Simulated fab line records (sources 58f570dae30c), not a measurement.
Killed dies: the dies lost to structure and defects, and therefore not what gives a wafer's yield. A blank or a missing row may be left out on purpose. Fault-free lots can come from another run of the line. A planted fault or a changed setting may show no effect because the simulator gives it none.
One fault seen from 2 desks / flow berkeley cmos170 / each desk holds nothing but its own numbers, with what lay behind them at the end

== FROM THE METROLOGY DESK ==
What the gauges read for every lot (on any tool): the sampled wafers with a number, averaged. The brackets show how far a lot's mean lies from the usual mean; more than 4 standard deviations puts the lot out of limits, marked OUT.
Columns: A = PVT_TW at UCB170_PVT_TW_MEAS_09, usual 512; B = cd nm at UCB170_NLDD_CD_MEAS_06, usual 1199.9 nm
lot=L350; first seen here=day 6 01:53; A=508; B=1198.5
lot=L352; first seen here=day 6 12:01; A=513; B=1200.6
lot=L355; first seen here=day 6 22:28; A=516; B=1200.5
lot=L353; first seen here=day 6 22:45; A=514; B=1200.1
lot=L357; first seen here=day 7 08:03; A=518; B=1200.3
lot=L359; first seen here=day 7 08:28; A=514; B=1198.6
lot=L364; first seen here=day 8 09:56; A=511; B=1201.1
lot=L363; first seen here=day 8 10:28; A=488 (-4.3) OUT; B=1199.2
lot=L366; first seen here=day 8 20:30; A=514; B=1199.0
lot=L365; first seen here=day 8 20:46; A=474 (-6.7) OUT; B=1201.5
lot=L367; first seen here=day 8 21:00; A=514; B=1201.2
lot=L371; first seen here=day 9 20:37; A=502; B=1201.4
lot=L369; first seen here=day 9 20:58; A=503; B=1199.2
lot=L370; first seen here=day 9 21:13; A=517; B=1198.4
This desk's finding: out of limits on L363, L365; first on L363, day 8 10:28 (PVT_TW at UCB170_PVT_TW_MEAS_09). L350, L352, L355, L353, L357, L359, L364, L366, L367, L371, L369, L370: within limits.

== FOR THE TOOL OWNER'S DESK: implanter-03 ==
For each lot that ran on this tool, the mean over its sampled wafers that have a number, from the tool's own readings at UCB170_PVT_IMPLANT_07. The brackets show how far a lot's mean lies from the usual mean; more than 4 standard deviations puts the lot out of limits, marked OUT.
Columns: A = beam energy keV at UCB170_PVT_IMPLANT_07, usual 30.001
lot=L350; first seen here=day 6 01:39; A=30.001
lot=L353; first seen here=day 6 22:31; A=30.006
lot=L357; first seen here=day 7 07:48; A=30.005
lot=L363; first seen here=day 8 10:13; A=24.598 (-99 or more) OUT
lot=L365; first seen here=day 8 20:31; A=24.602 (-99 or more) OUT
This desk finds L363, L365 out of limits, L363 being first, at day 8 10:13 (beam energy keV at UCB170_PVT_IMPLANT_07). L350, L353, L357: within limits.

== PUT TOGETHER ==
The tool owner's desk had the chance to raise an alarm at day 8 10:13 on L363, L365.
At day 8 10:28 the metrology desk could have sounded an alarm, on L363, L365.
Of the lots named, all ran UCB170_PVT_IMPLANT_07 on implanter-03.

== WHAT THE SIMULATOR HAD INSERTED ==
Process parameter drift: implanter-03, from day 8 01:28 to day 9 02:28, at UCB170_PVT_IMPLANT_07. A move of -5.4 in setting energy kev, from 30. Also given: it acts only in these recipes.
Lots struck among those shown: L363, L365.
Time in hours from fault onset to the first out-of-limits reading at each desk: tool owner's desk 9, metrology desk 9.
